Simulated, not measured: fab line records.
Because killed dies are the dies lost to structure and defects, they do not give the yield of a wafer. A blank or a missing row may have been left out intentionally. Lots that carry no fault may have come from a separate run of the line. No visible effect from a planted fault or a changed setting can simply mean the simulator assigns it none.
Tool commonality check :: flow berkeley-cmos170 :: 33 wafers sampled across 11 lots

== REASON IT WAS OPENED ==
At UCB170_PSD_TW_MEAS_10 the reading PSD_TW is flagged on 4 of 11 lots. Wafers without a fault read 2324, standard deviation 16.
Rule: flag the lot when none of its wafers has a number, or when each of its wafers that has one lies beyond 4 standard deviations from that mean. As for the other lots, they are considered sound.

lot: L789
measured: day 6 10:53
on: film-metro-03
PSD_TW, wafer by wafer: 2331 2323 2318
flag: 

lot: L792
measured: day 6 23:01
on: film-metro-03
PSD_TW, wafer by wafer: 2315 2316 2307
flag: 

lot: L791
measured: day 6 23:06
on: film-metro-03
PSD_TW, wafer by wafer: 2327 2322 2318
flag: 

lot: L790
measured: day 6 23:19
on: film-metro-01
PSD_TW, wafer by wafer: 2317 2320 2329
flag: 

lot: L793
measured: day 7 14:17
on: film-metro-03
PSD_TW, wafer by wafer: 2320 2310 2317
flag: 

lot: L794
measured: day 7 14:32
on: film-metro-03
PSD_TW, wafer by wafer: 2325 2311 2319
flag: 

lot: L795
measured: day 8 02:04
on: film-metro-03
PSD_TW, wafer by wafer: 2319 2321 2315
flag: 

lot: L796
measured: day 8 09:37
on: film-metro-01
PSD_TW, wafer by wafer: 2988 2969 2972
flag: FLAGGED

lot: L797
measured: day 8 09:54
on: film-metro-03
PSD_TW, wafer by wafer: 2981 2976 3000
flag: FLAGGED

lot: L798
measured: day 8 19:48
on: film-metro-03
PSD_TW, wafer by wafer: 2974 2977 2983
flag: FLAGGED

lot: L799
measured: day 8 20:11
on: film-metro-03
PSD_TW, wafer by wafer: 3000 2987 2994
flag: FLAGGED
The numbers of the flagged lots are 2983 on average: +659 against the usual, or +41 standard deviations.

== WHICH TOOL EACH LOT WENT THROUGH ==
The record holds 3 process steps before the reading, out of a route of 331 steps. In each cell: the tool, then ch and the chambers that the sampled wafers went through, then the start.
lot: L789
flag: 
UCB170_PLDD_STRIP_10: plasma-asher-01 ch 0,1, day 6 01:06
UCB170_PSD_IMPLANT_08: implanter-02 ch 0, day 6 10:38
UCB170_PSD_STRIP_09: plasma-asher-02 ch 1, day 6 10:47

lot: L792
flag: 
UCB170_PLDD_STRIP_10: plasma-asher-03 ch 0,1, day 6 12:44
UCB170_PSD_IMPLANT_08: implanter-02 ch 0, day 6 22:46
UCB170_PSD_STRIP_09: plasma-asher-02 ch 0,1, day 6 22:55

lot: L791
flag: 
UCB170_PLDD_STRIP_10: plasma-asher-03 ch 0,1, day 6 13:19
UCB170_PSD_IMPLANT_08: implanter-03 ch 0, day 6 22:52
UCB170_PSD_STRIP_09: plasma-asher-03 ch 0,1, day 6 23:00

lot: L790
flag: 
UCB170_PLDD_STRIP_10: plasma-asher-01 ch 1, day 6 13:04
UCB170_PSD_IMPLANT_08: implanter-04 ch 0, day 6 23:04
UCB170_PSD_STRIP_09: plasma-asher-01 ch 0,1, day 6 23:13

lot: L793
flag: 
UCB170_PLDD_STRIP_10: plasma-asher-03 ch 0,1, day 7 05:08
UCB170_PSD_IMPLANT_08: implanter-02 ch 0, day 7 14:02
UCB170_PSD_STRIP_09: plasma-asher-02 ch 0,1, day 7 14:11

lot: L794
flag: 
UCB170_PLDD_STRIP_10: plasma-asher-01 ch 0,1, day 7 05:24
UCB170_PSD_IMPLANT_08: implanter-03 ch 0, day 7 14:17
UCB170_PSD_STRIP_09: plasma-asher-02 ch 0,1, day 7 14:26

lot: L795
flag: 
UCB170_PLDD_STRIP_10: plasma-asher-04 ch 0,1, day 7 14:26
UCB170_PSD_IMPLANT_08: implanter-04 ch 0, day 8 01:49
UCB170_PSD_STRIP_09: plasma-asher-02 ch 0,1, day 8 01:58

lot: L796
flag: FLAGGED
UCB170_PLDD_STRIP_10: plasma-asher-03 ch 0,1, day 8 01:38
UCB170_PSD_IMPLANT_08: implanter-03 ch 0, day 8 09:23
UCB170_PSD_STRIP_09: plasma-asher-02 ch 0,1, day 8 09:30

lot: L797
flag: FLAGGED
UCB170_PLDD_STRIP_10: plasma-asher-04 ch 0,1, day 8 01:20
UCB170_PSD_IMPLANT_08: implanter-04 ch 0, day 8 09:41
UCB170_PSD_STRIP_09: plasma-asher-03 ch 0,1, day 8 09:49

lot: L798
flag: FLAGGED
UCB170_PLDD_STRIP_10: plasma-asher-04 ch 0,1, day 8 10:46
UCB170_PSD_IMPLANT_08: implanter-03 ch 0, day 8 19:33
UCB170_PSD_STRIP_09: plasma-asher-03 ch 0,1, day 8 19:42

lot: L799
flag: FLAGGED
UCB170_PLDD_STRIP_10: plasma-asher-04 ch 0,1, day 8 11:08
UCB170_PSD_IMPLANT_08: implanter-02 ch 0, day 8 19:58
UCB170_PSD_STRIP_09: plasma-asher-01 ch 0,1, day 8 20:05
These steps, and what they do:
- UCB170_PLDD_STRIP_10: strips in O2.
- UCB170_PSD_IMPLANT_08
- UCB170_PSD_STRIP_09: strips in O2.
- UCB170_PSD_TW_MEAS_10

== FLAGGED OVER TOTAL, TOOL BY TOOL (the gauges that took the reading come last) ==
step: UCB170_PLDD_STRIP_10
tool: plasma-asher-01
lots run: 3
flagged: 0
share of the flagged lots: none
sound lots run after its first flagged lot: -

step: UCB170_PLDD_STRIP_10
tool: plasma-asher-03
lots run: 4
flagged: 1
share of the flagged lots: some
sound lots run after its first flagged lot: 0

step: UCB170_PLDD_STRIP_10
tool: plasma-asher-04
lots run: 4
flagged: 3
share of the flagged lots: some
sound lots run after its first flagged lot: 0

step: UCB170_PSD_IMPLANT_08
tool: implanter-02
lots run: 4
flagged: 1
share of the flagged lots: some
sound lots run after its first flagged lot: 0

step: UCB170_PSD_IMPLANT_08
tool: implanter-03
lots run: 4
flagged: 2
share of the flagged lots: some
sound lots run after its first flagged lot: 0

step: UCB170_PSD_IMPLANT_08
tool: implanter-04
lots run: 3
flagged: 1
share of the flagged lots: some
sound lots run after its first flagged lot: 0

step: UCB170_PSD_STRIP_09
tool: plasma-asher-01
lots run: 2
flagged: 1
share of the flagged lots: some
sound lots run after its first flagged lot: 0

step: UCB170_PSD_STRIP_09
tool: plasma-asher-02
lots run: 6
flagged: 1
share of the flagged lots: some
sound lots run after its first flagged lot: 0

step: UCB170_PSD_STRIP_09
tool: plasma-asher-03
lots run: 3
flagged: 2
share of the flagged lots: some
sound lots run after its first flagged lot: 0

step: UCB170_PSD_TW_MEAS_10
tool: film-metro-01
lots run: 2
flagged: 1
share of the flagged lots: some
sound lots run after its first flagged lot: 0

step: UCB170_PSD_TW_MEAS_10
tool: film-metro-03
lots run: 9
flagged: 3
share of the flagged lots: some
sound lots run after its first flagged lot: 0

== WHAT THE TABLE PERMITS ==
No row of the table ran every flagged lot.

== WHAT WAS PUT IN BY THE SIMULATOR ==
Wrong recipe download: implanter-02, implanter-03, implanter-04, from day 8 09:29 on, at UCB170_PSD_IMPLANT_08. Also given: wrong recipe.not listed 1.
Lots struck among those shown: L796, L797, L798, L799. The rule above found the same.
